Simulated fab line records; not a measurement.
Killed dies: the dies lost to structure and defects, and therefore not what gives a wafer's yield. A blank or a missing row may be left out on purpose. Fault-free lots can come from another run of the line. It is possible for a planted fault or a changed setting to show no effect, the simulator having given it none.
Matching of chambers | flow berkeley cmos170 | UCB170_ACTIVE_ETCH_15 on rie diel-03: 4 sister chambers
The step etches Si3N4 in CH3F/Ar/O2, stops on SiO2, target depth 242 nm, time 151 s. 8 wafers are shown with their chamber, then 7 later ones without.

== WAFERS WITH THEIR CHAMBER ==
wafer  | chamber | drypump motor current A (A) | throttle valve pct (%)
L831.6 | 0       | 6.1                         | 8.15
L833.2 | 2       | 6.6                         | 8.31
L833.6 | 2       | 6.6                         | 8.32
L834.1 | 3       | 5.6                         | 8.11
L834.3 | 0       | 6.0                         | 8.15
L834.4 | 1       | 5.6                         | 8.07
L837.3 | 1       | 5.6                         | 8.06
L837.5 | 3       | 5.6                         | 8.11

== WAFERS MISSING THEIR CHAMBER ==
wafer  | drypump motor current A (A) | throttle valve pct (%)
L837.6 | 6.0                         | 8.17
L838.1 | 5.5                         | 8.12
L838.5 | 6.6                         | 8.32
L838.6 | 5.6                         | 8.08
L841.4 | 6.6                         | 8.30
L841.5 | 5.6                         | 8.12
L841.6 | 6.6                         | 8.31

== WHICH CHAMBER EACH ONE RAN IN ==
wafer  | from the rows above | in truth
L837.6 | 0                   | 0
L838.1 | 3                   | 3
L838.5 | 2                   | 2
L838.6 | 1                   | 1
L841.4 | 2                   | 2
L841.5 | 3                   | 3
L841.6 | 2                   | 2
Placed correctly: 7 of 7. Number that these rows cannot place: 0. Number placed wrongly: 0.
How it was worked out, from the rows above alone: a wafer's distance from a chamber is the root of the sum, over the readings, of the square of ((its reading less the chamber's mean) divided by the reading's scatter). The wafer belongs to the nearest chamber; if the next one is less than 2 further off, it can't be placed. For every chamber, the mean is computed from those of its wafers that are shown. The scatter is the square root of a quotient: the sum, over the shown wafers, of each reading's squared deviation from its chamber's mean, divided by wafers minus chambers.
